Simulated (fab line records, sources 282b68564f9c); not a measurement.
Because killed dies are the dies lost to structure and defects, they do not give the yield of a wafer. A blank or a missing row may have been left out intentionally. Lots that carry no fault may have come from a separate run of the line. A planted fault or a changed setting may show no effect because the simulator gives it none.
What tool caused it? | flow rit_cmos | 7 lots with 21 wafers sampled at 2 steps, on a route of 202 steps

## WHAT THE GAUGES SHOWED, per wafer
RIT_PLDD_TW_MEAS_10.
lot  | measured    | on            | PLDD_TW
L232 | day 4 09:33 | film_metro-03 | 2381 2371 2375
L234 | day 4 18:49 | film_metro-02 | 2387 2381 2372
L236 | day 5 08:49 | film_metro-02 | 2381 2390 2394
L238 | day 5 17:20 | film_metro-03 | 2378 2381 2385
L243 | day 6 17:29 | film_metro-04 | 2403 2403 2418
L245 | day 7 05:03 | film_metro-04 | 1921 1929 1921 1926 1918 1933
L248 | day 7 18:52 | film_metro-02 | 2399 2383 2388

## WHAT TOOL EACH LOT RAN ON (gives the tool, then ch and the chambers of the sampled wafers, and finally the start)
lot  | RIT_PLDD_IMPLANT_08
L232 | implanter-04 ch 0, day 4 09:13
L234 | implanter-01 ch 0, day 4 18:31
L236 | implanter-01 ch 0, day 5 08:30
L238 | implanter-01 ch 0, day 5 17:01
L243 | implanter-04 ch 0, day 6 17:10
L245 | implanter-02 ch 0, day 7 04:44
L248 | implanter-04 ch 0, day 7 18:33
- RIT_PLDD_IMPLANT_08

## THE ANSWER, worked out from the rows above alone
Rule: usual is defined by the lots themselves. The widest of any qualifying gaps counts: lots, ordered by their means at a reading, are off when they make up no more than a third of the lots, leave a main group of 4 or more, and stand apart from it by 3 or more times the standard deviation of that group's means. Not used: any main group whose means are identical at the precision the tables above print for the reading. A lot without any number at a reading at which 4 lots or more have one is off too. Where the step has rows for the other lots, those lots are counted as sound.
Off: L245, at RIT_PLDD_TW_MEAS_10 (PLDD_TW). Main group: mean 2387, sd 10.
If a tool, at a process step before that reading, ran all the lots that are off and no sound lot after the first of them, it fits. Gauges at RIT_PLDD_TW_MEAS_10: tried the same way as those tools. 2 tools fit, implanter-02 at RIT_PLDD_IMPLANT_08 and film_metro-04 at RIT_PLDD_TW_MEAS_10, so this cannot tell which one it is.

## WHAT THE SIMULATOR PUT IN
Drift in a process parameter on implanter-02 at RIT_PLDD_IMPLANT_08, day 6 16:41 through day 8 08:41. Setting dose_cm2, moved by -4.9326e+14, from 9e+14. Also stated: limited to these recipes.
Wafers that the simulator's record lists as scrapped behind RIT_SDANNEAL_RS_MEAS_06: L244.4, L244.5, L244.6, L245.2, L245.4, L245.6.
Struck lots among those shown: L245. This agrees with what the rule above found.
